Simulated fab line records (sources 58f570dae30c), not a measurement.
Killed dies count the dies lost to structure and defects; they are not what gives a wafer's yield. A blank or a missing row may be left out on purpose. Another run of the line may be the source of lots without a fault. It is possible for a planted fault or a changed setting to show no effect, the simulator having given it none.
Matching of chambers ; flow berkeley cmos170 ; UCB170_V1_CMP_02 on cmp-02 has 4 sister chambers
The step polishes SiO2. 8 wafers are shown with their chamber, then 8 later ones without.

== WAFERS WITH THEIR CHAMBER ==
wafer;chamber;motor current A (A)
L986.3;2;16.1
L986.6;1;15.6
L992.3;0;14.1
L992.4;2;16.4
L995.2;3;15.9
L995.3;1;14.7
L995.4;0;14.9
L105.3;3;15.1

== WAFERS WITH NO CHAMBER GIVEN ==
wafer;motor current A (A)
L105.4;16.3
L105.6;15.5
L101.1;13.9
L101.4;16.7
L101.5;15.8
L106.1;16.6
L106.3;15.0
L106.4;13.7

== THE CHAMBER EACH PASSED THROUGH ==
wafer;from the rows above;in truth
L105.4;can't be placed: 2 or 3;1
L105.6;can't be placed: 3 or 1 or 2 or 0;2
L101.1;can't be placed: 0 or 1 or 3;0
L101.4;can't be placed: 2 or 3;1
L101.5;can't be placed: 3 or 2 or 1 or 0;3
L106.1;can't be placed: 2 or 3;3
L106.3;can't be placed: 1 or 0 or 3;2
L106.4;can't be placed: 0 or 1 or 3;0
Correct placement for 0 of the 8. Unplaceable from these rows: 8, with the true chamber sitting among the candidates in 5. Number placed wrongly: 0.
How it was worked out, from the rows above alone: a wafer's distance from a chamber is the root of the sum, over the readings, of the square of ((its reading less the chamber's mean) divided by the reading's scatter). The wafer belongs to the nearest chamber; if the next one is less than 2 further off, it can't be placed. The mean given for a chamber averages the wafers shown for that chamber. The scatter is the square root of a quotient: the sum, over the shown wafers, of each reading's squared deviation from its chamber's mean, divided by wafers minus chambers.
